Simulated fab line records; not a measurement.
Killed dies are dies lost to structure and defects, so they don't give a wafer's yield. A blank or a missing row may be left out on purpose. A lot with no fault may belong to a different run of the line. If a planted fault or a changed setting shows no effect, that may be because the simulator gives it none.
The tool behind it: which one?    flow rit_cmos    route of 202 steps, sampled at 1 step: 13 lots, 39 wafers

## WHAT THE GAUGES SHOWED, per wafer
No reading from a measuring or inspecting step in the record can be judged against a usual standard deviation.

## EACH LOT AND THE TOOL THAT RAN IT (in order: tool; ch and the chambers of the sampled wafers; start)
lot   RIT_ACTIVE_ETCH_13
L584  rie_diel-03 ch 2,3, day 1 19:53
L585  rie_diel-01 ch 1,2, day 1 20:08
L586  rie_diel-02 ch 0,2,3, day 2 02:19
L587  rie_diel-03 ch 0,1,3, day 2 08:10
L588  rie_diel-01 ch 1,2, day 2 13:07
L589  rie_diel-01 ch 1,3, day 2 16:17
L592  rie_diel-01 ch 2,3, day 3 07:46
L594  rie_diel-01 ch 1,3, day 3 18:08
L596  rie_diel-03 ch 1,2,3, day 4 02:50
L600  rie_diel-01 ch 0,3, day 5 01:33
L602  rie_diel-01 ch 0,2, day 5 11:50
L603  rie_diel-01 ch 1,2,3, day 5 16:10
L605  rie_diel-02 ch 1,2,3, day 6 01:53
- RIT_ACTIVE_ETCH_13: etches Si3N4 in SF6, stops on SiO2, time 210 s, target depth 210 nm.

## AS READ BY THE TOOLS THEMSELVES (means over the sampled wafers that have a number; for cases with no such wafer, the mark the record gives instead)
RIT_ACTIVE_ETCH_13. Usual: drypump_motor_current_A 5.4 A, standard deviation 0.39; oes_product_au 0.820 a.u., standard deviation 0.013; rf_fwd_power_W 124.5 W, standard deviation 0.43; throttle_valve_pct 7.46 %, standard deviation 0.081.
lot   tool         drypump_motor_current_A (A)  oes_product_au (a.u.)  rf_fwd_power_W (W)  throttle_valve_pct (%)  flag
L584  rie_diel-03  5.2                          0.829                  124.4               7.40                    
L585  rie_diel-01  5.3                          0.821                  124.7               7.45                    
L586  rie_diel-02  5.8                          0.822                  124.4               7.50                    
L587  rie_diel-03  5.3                          0.825                  124.6               7.45                    
L588  rie_diel-01  5.6                          0.810                  123.8               7.49                    
L589  rie_diel-01  5.8                          0.795                  124.3               7.53                    
L592  rie_diel-01  5.2                          0.816                  124.1               7.46                    
L594  rie_diel-01  5.8                          0.806                  124.3               7.52                    
L596  rie_diel-03  5.3                          0.833                  141.3               7.43                    OFF
L600  rie_diel-01  5.4                          0.800                  123.8               7.51                    
L602  rie_diel-01  4.9                          0.828                  124.9               7.44                    
L603  rie_diel-01  5.5                          0.810                  124.6               7.49                    
L605  rie_diel-02  5.9                          0.821                  124.9               7.47                    

## THE ANSWER, worked out from the rows above alone
Rule: a lot counts as off when the mean over its wafers that have a number is more than 3 standard deviations away from the usual mean. A lot without any number at a reading at which 4 lots or more have one is off too. The other lots that the step has rows for count as sound. Order of review: gauges by route order, followed by the tools' own readings, for which a lot's mean as printed above is used. The first step at which some lot is off is used, and at that step the reading that is off furthest; a lot without a number counts as furthest.
Off: L596, at RIT_ACTIVE_ETCH_13 (rf_fwd_power_W).
If a tool, at that step or one of the process steps before it, ran each lot that is off and ran no sound lot following the first of them, it fits. One fits: rie_diel-03 at RIT_ACTIVE_ETCH_13. Its last sound lot is L587 (day 2 08:10), its first lot that is off L596 (day 4 02:50): a fault that began between those two fits.
On the lots that are off, the tool's own readings at RIT_ACTIVE_ETCH_13 differ by more than 5 times the standard deviation of the sound lots' means, which bears it out; rf_fwd_power_W reads 141.3 W there versus 124.4 W on the sound lots.

## WHAT THE SIMULATOR HAD INSERTED
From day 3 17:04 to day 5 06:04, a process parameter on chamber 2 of rie_diel-03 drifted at RIT_ACTIVE_ETCH_13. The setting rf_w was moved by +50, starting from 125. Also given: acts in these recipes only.
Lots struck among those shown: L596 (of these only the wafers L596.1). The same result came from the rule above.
